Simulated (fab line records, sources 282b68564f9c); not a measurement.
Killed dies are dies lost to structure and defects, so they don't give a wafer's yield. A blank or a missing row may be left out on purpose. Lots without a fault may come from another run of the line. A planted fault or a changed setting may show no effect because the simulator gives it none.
fab line records | flow rit_cmos
record lots=6 wafers=18 last_day=6
route steps=202 shown NLDD@107 PLDD@114 SPACER@125 M1@202
lots that met no fault: from a run of the same line without faults
start_h: hours from the record's first day to the start of the lot's first wafer shown | wait_h: hours since the lot's step before | " the same as in the row above | L1.1+2: a row that stands for several wafers | - no value, or no start given | * or withheld: withheld | < > ~ a bound
route shown NAME@n: a module of which the file shows steps, and the number in the route of the first | usual: mean/standard deviation of fault-free wafers | same: alike in all rows | chamber/n: place in a boat | sites: the reading at each site | _std_site: their standard deviation | _edge_site: outer sites' mean less inner sites' | radius_mm: how far each site lies from the wafer's centre | mask NAME#n: copy n | behind: the tool/chamber that last shaped the wafer | hold: why the lot was held/for how many hours/how that ended | device: the transistor (n, p or np) that didn't switch | end of line: the same wafers' tests at the end of the route | a step without rows: its recipe alone | killed: dies lost to structure and defects at the first sort, not the wafer's yield | map: a wafer's dies, x killed, . not, _ none there
set.NAME: the setting as run; set.NAME@STEP: as run at that earlier step | model.NAME: the simulator's own value behind a step, which no gauge read
lots at some steps of the route; a table a step, a row a wafer
services: from which hour (start_h, from the record's first day; less than 0 if before it) a tool's chamber was out of use, for how many hours, and why
## steps
# step RIT_NLDD_PEB_04
# recipe resist=NOVOLAK temp_c=withheld time_s=withheld
# step RIT_NLDD_DEVELOP_05
# recipe resist=NOVOLAK develop_time_s=50 dev_temp_c=23
# step RIT_NLDD_OVL_MEAS_06
# usual NLDD_OVL=-0.1/1.5
# columns lot.wafer tool chamber start_h wait_h NLDD_OVL[nm]
L324.1 overlay-01 - 43.61 - -1.1
L324.3 " - " " 1.3
L324.5 " - " " 0.6
L328.2 overlay-01 - 63.81 - 1.5
L328.4 " - " " 0.1
L328.6 " - " " 1.0
L335.3 overlay-01 - 101.27 - -1.0
L335.4 " - " " -1.8
L335.5 " - " " -1.2
L336.3 overlay-02 - 104.48 - 0.6
L336.4 " - " " 1.1
L336.5 " - " " 1.7
L339.1 overlay-01 - 119.24 - -1.1
L339.3 " - " " 0.4
L339.6 " - " " -1.1
L341.2 overlay-01 - 133.23 - -3.1
L341.5 " - " " -3.7
L341.6 " - " " -1.2
# step RIT_NLDD_HARDBAKE_07
# recipe resist=NOVOLAK temp_c=140.7 time_s=60
# step RIT_NLDD_IMPLANT_08
# recipe species=P energy_kev=20 dose_cm2=5e+14 tilt_deg=7
# step RIT_NLDD_STRIP_09
# recipe chemistry=O2 time_s=180 resist=NOVOLAK platen_temp_c=withheld power_w=500 pressure_mtorr=4000 o2_flow_sccm=4000
# usual drypump_motor_current_A=5.9/0.7 o2_flow_sccm=4000/12
# columns lot.wafer tool chamber start_h wait_h drypump_motor_current_A o2_flow_sccm rf_hours_counter_h
L324.1 plasma_asher-01 0 43.94 0.1 6.6 3991 39
L324.3 " 1 " " 6.0 4016 -
L324.5 " 0 " " 6.6 3987 -
L328.2 plasma_asher-02 0 64.14 0.1 4.6 4011 42
L328.4 " 1 " " 6.4 3992 -
L328.6 " 1 " " 6.4 3998 -
L335.3 plasma_asher-03 1 101.65 0.1 5.1 4020 -
L335.4 " 0 " " 6.1 3975 -
L335.5 " 1 " " 5.1 3995 -
L336.3 plasma_asher-02 1 104.86 0.1 6.4 3977 -
L336.4 " 0 " " 4.6 4007 -
L336.5 " 0 " " 4.6 4016 -
L339.1 plasma_asher-03 0 119.58 0.1 6.1 4014 32
L339.3 " 0 " " 6.1 3983 -
L339.6 " 0 " " 6.1 4014 -
L341.2 plasma_asher-01 1 133.56 0.1 6.0 3987 50
L341.5 " 0 " " 6.6 4011 -
L341.6 " 1 " " 6.1 3991 -
# step RIT_NLDD_TW_MEAS_10
# usual NLDD_TW=2489/19
# columns lot.wafer tool chamber start_h wait_h NLDD_TW
L324.1 film_metro-01 - 44.12 0.1 2512
L324.3 " - " " 2489
L324.5 " - " " 2498
L328.2 film_metro-03 - 64.32 0.1 2467
L328.4 " - " " 2474
L328.6 " - " " 2470
L335.3 film_metro-03 - 101.79 0.1 2456
L335.4 " - " " 2457
L335.5 " - " " 2467
L336.3 film_metro-02 - 105.00 0.1 2511
L336.4 " - " " 2499
L336.5 " - " " 2516
L339.1 film_metro-01 - 119.75 0.1 2501
L339.3 " - " " 2518
L339.6 " - " " 2506
L341.2 film_metro-02 - 133.74 0.1 2517
L341.5 " - " " 2506
L341.6 " - " " 2518
# step RIT_PLDD_HMDS_00
# recipe prime_time_s=60 prime_temp_c=140
# step RIT_PLDD_COAT_01
# recipe resist=NOVOLAK spin_rpm=3250 resist_thk_nm=1000
# step RIT_PLDD_SOFTBAKE_02
# recipe resist=NOVOLAK temp_c=90 time_s=60
# step RIT_PLDD_EXPOSE_03
# recipe mask_id=M8 na=0.57 target_cd_nm=40900 dose_mj=250
# step RIT_PLDD_PEB_04
# recipe resist=NOVOLAK temp_c=withheld time_s=withheld
# step RIT_PLDD_DEVELOP_05
# recipe resist=NOVOLAK develop_time_s=50 dev_temp_c=23
# usual exhaust_pa=45.0/0.89
# columns lot.wafer tool chamber start_h wait_h exhaust_pa
L324.1 litho_track-01 0 45 - 44.6
L324.3 " 0 " " 43.4
L324.5 " 0 " " 45.2
L328.2 litho_track-02 0 65 - 44.5
L328.4 " 0 " " 43.4
L328.6 " 0 " " 44.2
L335.3 litho_track-01 0 102 - 45.4
L335.4 " 0 " " 44.6
L335.5 " 0 " " 44.1
L336.3 litho_track-04 0 105 - 44.2
L336.4 " 0 " " 44.1
L336.5 " 0 " " 45.6
L339.1 litho_track-01 0 120 - 45.1
L339.3 " 0 " " 44.9
L339.6 " 0 " " 45.3
L341.2 litho_track-02 0 134 - 44.6
L341.5 " 0 " " 45.9
L341.6 " 0 " " 45.1
# step RIT_PLDD_OVL_MEAS_06
# usual PLDD_OVL=0.3/1.2
# columns lot.wafer tool chamber start_h wait_h PLDD_OVL[nm]
L324.1 overlay-01 - 45.15 - 0.8
L324.3 " - " " 0.6
L324.5 " - " " 0.4
L328.2 overlay-02 - 65.39 - 0.2
L328.4 " - " " -0.4
L328.6 " - " " -0.2
L335.3 overlay-01 - 102.69 - -0.2
L335.4 " - " " 0.5
L335.5 " - " " 1.3
L336.3 overlay-02 - 105.90 - -0.7
L336.4 " - " " -0.5
L336.5 " - " " -1.1
L339.1 overlay-02 - 120.66 - -0.1
L339.3 " - " " -1.2
L339.6 " - " " -0.8
L341.2 overlay-02 - 134.65 - 0.0
L341.5 " - " " -0.4
L341.6 " - " " -0.4
# step RIT_PLDD_HARDBAKE_07
# recipe resist=NOVOLAK temp_c=140 time_s=60
# step RIT_PLDD_IMPLANT_08
# recipe species=BF2 energy_kev=19.87 dose_cm2=9e+14 tilt_deg=7
# step RIT_PLDD_STRIP_09
# recipe chemistry=O2 time_s=180 resist=NOVOLAK platen_temp_c=withheld power_w=500 pressure_mtorr=4000 o2_flow_sccm=4000
# usual drypump_motor_current_A=5.8/0.73 o2_flow_sccm=4001/12
# columns lot.wafer tool chamber start_h wait_h drypump_motor_current_A o2_flow_sccm rf_hours_counter_h
L324.1 plasma_asher-02 1 45.49 0.1 6.4 3991 40
L324.3 " 1 " " 6.4 4016 -
L324.5 " 0 " " 4.6 4005 -
L328.2 plasma_asher-01 0 65.72 0.1 6.6 4003 42
L328.4 " 1 " " 6.0 4000 -
L328.6 " 1 " " 6.1 3987 -
L335.3 plasma_asher-04 0 103.07 0.1 6.0 4020 -
L335.4 " 1 " " 5.2 3991 -
L335.5 " 1 " " 5.2 4003 -
L336.3 plasma_asher-02 0 106.28 0.1 4.6 4025 -
L336.4 " 1 " " 6.4 3994 -
L336.5 " 0 " " 4.6 3997 -
L339.1 plasma_asher-01 1 121.00 0.1 6.0 3993 48
L339.3 " 0 " " 6.6 4000 -
L339.6 " 0 " " 6.6 3997 -
L341.2 plasma_asher-04 0 134.98 0.1 6.0 3990 51
L341.5 " 0 " " 5.9 3994 -
L341.6 " 1 " " 5.2 3994 -
# step RIT_PLDD_TW_MEAS_10
# usual PLDD_TW=2346/19
# columns lot.wafer tool chamber start_h wait_h PLDD_TW
L324.1 film_metro-03 - 45.66 0.1 2305
L324.3 " - " " 2322
L324.5 " - " " 2326
L328.2 film_metro-01 - 65.91 0.1 2357
L328.4 " - " " 2354
L328.6 " - " " 2360
L335.3 film_metro-01 - 103.21 0.1 30
L335.4 " - " " 30
L335.5 " - " " 30
L336.3 film_metro-01 - 106.42 0.1 2366
L336.4 " - " " 2360
L336.5 " - " " 2354
L339.1 film_metro-02 - 121.17 0.1 30
L339.3 " - " " 30
L339.6 " - " " 30
L341.2 film_metro-03 - 135.17 0.1 2325
L341.5 " - " " 2316
L341.6 " - " " 2318
# step RIT_SPACER_CLEAN_00
# recipe chemistry=SC1 mix=3:3:50 time_s=600 temp_c=75
# step RIT_M1_PROBE_99
# usual killed_at_contacts=0.1/0.23 killed_at_front_end=6/3.2 killed_dies=7/3.2 killed_on_rim=1.7/1.4 killed_open=3.4/1.8 killed_short=3.2/2.3
# same gross_dies=264 killed_at_M0_to_M3=0 killed_at_M4_up=0 killed_at_back_side=0 killed_at_other=0
# columns lot.wafer tool chamber start_h wait_h killed_at_contacts killed_at_front_end killed_dies killed_on_rim killed_open killed_short
L328.2 prober-01 - 79.16 0.1 0 9 9 3 7 2
L328.4 prober-01 - 79.26 0.2 0 5 5 1 2 3
L328.6 prober-01 - 79.36 0.2 0 5 5 1 4 1
L335.3 prober-02 - 117.24 0.2 0 264 264 70 3 0
L335.4 prober-02 - 117.29 0.2 0 264 264 70 2 3
L335.5 prober-02 - 117.34 0.2 1 263 264 70 3 4
L336.3 prober-01 - 120.36 0.2 0 7 7 4 3 4
L336.4 prober-01 - 120.41 0.2 0 8 8 1 3 5
L336.5 prober-01 - 120.46 0.2 0 1 1 0 1 0
L339.1 prober-02 - 134.38 0.1 0 264 264 70 5 3
L339.3 prober-02 - 134.48 0.2 0 264 264 70 3 2
L339.6 prober-02 - 134.63 0.2 0 264 264 70 1 2
L341.2 prober-02 - 148.51 0.1 0 5 5 3 3 2
L341.5 prober-02 - 148.66 0.2 0 15 15 6 8 7
L341.6 prober-02 - 148.71 0.2 0 4 4 1 3 1
# killed by level:class
L328.2 GATE:geometric_particle:open=4 FOX1:geometric_particle:open=2 GATE:geometric_particle:short=2 SPACER:geometric_particle:open=1
L328.4 GATE:geometric_particle:short=3 GATE:geometric_particle:open=1 SPACER:geometric_particle:open=1
L328.6 REOX:geometric_particle:open=2 FOX1:geometric_particle:short=1 FOX2:geometric_particle:open=1 GATE:geometric_particle:open=1
L335.3 PLDD:area_develop=261 FOX1:geometric_particle:open=2 GATE:geometric_particle:open=1
L335.4 PLDD:area_develop=259 GATE:geometric_particle:short=2 GATE:geometric_particle:open=2 SILICIDE:geometric_particle:short=1
L335.5 PLDD:area_develop=257 GATE:geometric_particle:short=3 FOX1:geometric_particle:open=1 REOX:geometric_particle:open=1 REOX:geometric_particle:short=1 CONTACT:geometric_particle:open=1
L336.3 FOX1:geometric_particle:short=2 FOX2:geometric_particle:open=1 FOX2:geometric_particle:short=1 GATE:geometric_particle:short=1 GATE:geometric_particle:open=1 SPACER:geometric_particle:open=1
L336.4 GATE:geometric_particle:short=5 GATE:geometric_particle:open=2 FOX1:geometric_particle:open=1
L336.5 FOX1:geometric_particle:open=1
L339.1 PLDD:area_develop=256 GATE:geometric_particle:open=3 FOX2:geometric_particle:open=1 FOX2:geometric_particle:short=1 GATE:geometric_particle:short=1 SILICIDE:geometric_particle:open=1 SILICIDE:geometric_particle:short=1
L339.3 PLDD:area_develop=259 FOX1:geometric_particle:short=1 FOX1:geometric_particle:open=1 FOX2:geometric_particle:open=1 FOX2:geometric_particle:short=1 SPACER:geometric_particle:open=1
L339.6 PLDD:area_develop=261 GATE:geometric_particle:short=1 SPACER:geometric_particle:short=1 SILICIDE:geometric_particle:open=1
L341.2 GATE:geometric_particle:short=2 FOX1:geometric_particle:open=1 REOX:geometric_particle:open=1 SPACER:geometric_particle:open=1
L341.5 GATE:geometric_particle:open=5 GATE:geometric_particle:short=3 FOX2:geometric_particle:open=2 SILICIDE:geometric_particle:short=2 ACTIVE:geometric_particle:short=1 FOX1:geometric_particle:short=1 REOX:geometric_particle:open=1
L341.6 FOX1:geometric_particle:open=1 FOX2:geometric_particle:open=1 GATE:geometric_particle:open=1 SPACER:geometric_particle:short=1
# map L335.3 (x killed, . not)
________xxxxxxx_______
_____xxxxxxxxxxxxx____
____xxxxxxxxxxxxxxx___
___xxxxxxxxxxxxxxxxx__
__xxxxxxxxxxxxxxxxxxx_
__xxxxxxxxxxxxxxxxxxx_
_xxxxxxxxxxxxxxxxxxxxx
_xxxxxxxxxxxxxxxxxxxxx
_xxxxxxxxxxxxxxxxxxxxx
_xxxxxxxxxxxxxxxxxxxxx
__xxxxxxxxxxxxxxxxxxx_
__xxxxxxxxxxxxxxxxxxx_
___xxxxxxxxxxxxxxxxx__
____xxxxxxxxxxxxxxx___
_____xxxxxxxxxxxxx____
________xxxxxxx_______
# map L339.1 (x killed, . not)
________xxxxxxx_______
_____xxxxxxxxxxxxx____
____xxxxxxxxxxxxxxx___
___xxxxxxxxxxxxxxxxx__
__xxxxxxxxxxxxxxxxxxx_
__xxxxxxxxxxxxxxxxxxx_
_xxxxxxxxxxxxxxxxxxxxx
_xxxxxxxxxxxxxxxxxxxxx
_xxxxxxxxxxxxxxxxxxxxx
_xxxxxxxxxxxxxxxxxxxxx
__xxxxxxxxxxxxxxxxxxx_
__xxxxxxxxxxxxxxxxxxx_
___xxxxxxxxxxxxxxxxx__
____xxxxxxxxxxxxxxx___
_____xxxxxxxxxxxxx____
________xxxxxxx_______
## services
# columns tool chamber start_h hours kind
plasma_asher-04 - 52.09 2.0 repair
plasma_asher-04 - 81.01 2.8 pm
plasma_asher-02 - 108.75 9.0 pm
plasma_asher-02 0 108.75 9.0 vent_cycle
plasma_asher-02 1 108.75 9.0 vent_cycle
plasma_asher-03 - 111.20 2.5 repair
plasma_asher-02 0 117.75 - clean
plasma_asher-02 1 117.75 - clean
## key
first_sign step=RIT_PLDD_TW_MEAS_10 reading=PLDD_TW direction=down sigmas=99+ usual=2346 struck=30
effect step=RIT_M1_PROBE_99 reading=killed_at_front_end direction=up sigmas=81 usual=6 struck=264
more_kills_born_at RIT_PLDD_DEVELOP_05@litho_track-01=1553
met_at RIT_PLDD_DEVELOP_05
struck_wafers L335.3,L335.4,L335.5,L339.1,L339.3,L339.6
tester_left_out L335,L339
onset_between 45 102
also_fits RIT_NLDD_STRIP_09:plasma_asher-03
fault kind=process_parameter_drift tool=litho_track-01 chamber=- onset_h=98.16 steps=RIT_PLDD_DEVELOP_05 channel=develop_time_s offset=* shape=step end_h=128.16 acts_in=* stated=*
# tester_left_out: of these lots the tester's yield and bins aren't shown, on N5 and GAA mostly nor the transistor test; their killed dies are dies lost to structure and defects alone, not to doping, threshold or leakage, so they don't give the yield
